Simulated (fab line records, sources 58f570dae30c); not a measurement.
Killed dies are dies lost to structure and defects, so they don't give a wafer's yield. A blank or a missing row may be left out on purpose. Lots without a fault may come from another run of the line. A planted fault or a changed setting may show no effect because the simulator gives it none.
Split-lot experiment | flow berkeley_cmos170 | 5 lots, 23 wafers read, on a route of 331 steps

THE SPLIT
At UCB170_M2_COAT_05 (resist thk 900 nm), the setting resist_thk_nm was moved away from the recipe's 900 nm on 10 of the 23 wafers read, by -4.7% to +4.4%. The other wafers ran this setting at the recipe's value.

The reading is taken at the split's own step.

THE READING
KrF_of_M2_COAT_05.thk_nm (the simulator's own value, which no gauge read), in nm, at UCB170_M2_COAT_05 (resist thk 900 nm). The file gives no usual value for it. The 13 wafers here that ran the recipe average 899.8 nm, standard deviation 2.3 nm.

wafer  | tool, chamber at the split | resist_thk_nm as run, nm | against the recipe | KrF_of_M2_COAT_05.thk_nm, nm | against lot-mates on the recipe
L075.1 | litho_track-02, 0          | 900                      | recipe             | 899.5                        | -
L075.2 | litho_track-02, 0          | 857.3                    | -4.7%              | 858.7                        | -39.9
L075.3 | litho_track-02, 0          | 900                      | recipe             | 897.9                        | -
L075.4 | litho_track-02, 0          | 857.3                    | -4.7%              | 856.9                        | -41.7
L075.5 | litho_track-02, 0          | 900                      | recipe             | 898.5                        | -
L074.2 | litho_track-03, 0          | 900                      | recipe             | 899.6                        | -
L074.3 | litho_track-03, 0          | 939.4                    | +4.4%              | 938.9                        | +39.1
L074.4 | litho_track-03, 0          | 900                      | recipe             | 899.2                        | -
L074.5 | litho_track-03, 0          | 939.4                    | +4.4%              | 940.3                        | +40.5
L074.6 | litho_track-03, 0          | 900                      | recipe             | 900.5                        | -
L077.1 | litho_track-03, 0          | 900                      | recipe             | 905.4                        | -
L077.2 | litho_track-03, 0          | 864                      | -4.0%              | 868.6                        | -36.1
L077.3 | litho_track-03, 0          | 864                      | -4.0%              | 865.8                        | -38.9
L077.4 | litho_track-03, 0          | 900                      | recipe             | 904                          | -
L077.6 | litho_track-03, 0          | 864                      | -4.0%              | 867.1                        | -37.6
L076.1 | litho_track-02, 0          | 931.7                    | +3.5%              | 933                          | +33.0
L076.2 | litho_track-02, 0          | 931.7                    | +3.5%              | 932.2                        | +32.2
L076.3 | litho_track-02, 0          | 931.7                    | +3.5%              | 934.7                        | +34.7
L076.5 | litho_track-02, 0          | 900                      | recipe             | 900.1                        | -
L076.6 | litho_track-02, 0          | 900                      | recipe             | 900                          | -
L079.2 | litho_track-02, 0          | 900                      | recipe             | 897.4                        | -
L079.4 | litho_track-02, 0          | 900                      | recipe             | 897                          | -
L079.6 | litho_track-02, 0          | 900                      | recipe             | 898.2                        | -

THE FIT
A straight line over all 23 wafers: KrF_of_M2_COAT_05.thk_nm changes by +8.86 nm for each +1% of resist_thk_nm; r = +1.00; the points scatter about the line by 2.3 nm.
The same after taking each lot's own level away (the mean of its wafers on the recipe; 23 wafers): +9.13 nm for each +1%; r = +1.00; scatter 1.2 nm.
On that fit, the largest move of resist_thk_nm shifts the reading by 43 nm.
The lots' own levels span 897.53 to 904.70 nm, that is 3.1 times the standard deviation above.
So the lot-to-lot level changes the slope little: the two slopes agree.
Check: with one of the wafers moved furthest among these (-4.7%) left out of the fit, the line predicts -43.7 nm for it against its lot-mates. It came out at -39.9 nm against them.

OTHER SPLITS ON THESE WAFERS
These wafers also went through other splits before the reading. Each is held against what the fit with the lots' levels taken away leaves over:
other split on the same wafers       | wafers away from the commonest value | r with KrF_of_M2_COAT_05.thk_nm (lot level and that fit taken away)
UCB170_SILICIDE_SPUTTER_01 time_s    | 12                                   | -0.16
UCB170_CONTACT_COAT_10 resist_thk_nm | 8                                    | -0.07
UCB170_M1_SPUTTER_00 time_s          | 5                                    | -0.09
UCB170_V1_EXPOSE_09 dose_mj          | 9                                    | -0.39
UCB170_V1_DEVELOP_11 dev_temp_c      | 6                                    | +0.32

THE WHOLE CHAIN: every reading that the file lists as answering this split, in the file's order
step               | what it does      | reading                                                                   | change (the file's fit)              | r (the file's)
UCB170_M2_COAT_05  | resist thk 900 nm | KrF_of_M2_COAT_05.thk_nm (the simulator's own value, which no gauge read) | +9.07 nm for each +1% of the setting | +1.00
UCB170_M2_STRIP_07 | strips in O2      | strip_time_to_endpoint_s                                                  | withheld for each +1% of the setting | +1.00

THE FILE'S OWN FIT
KrF_of_M2_COAT_05.thk_nm changes by +9.07 nm for each +1% of resist_thk_nm, r = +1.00.
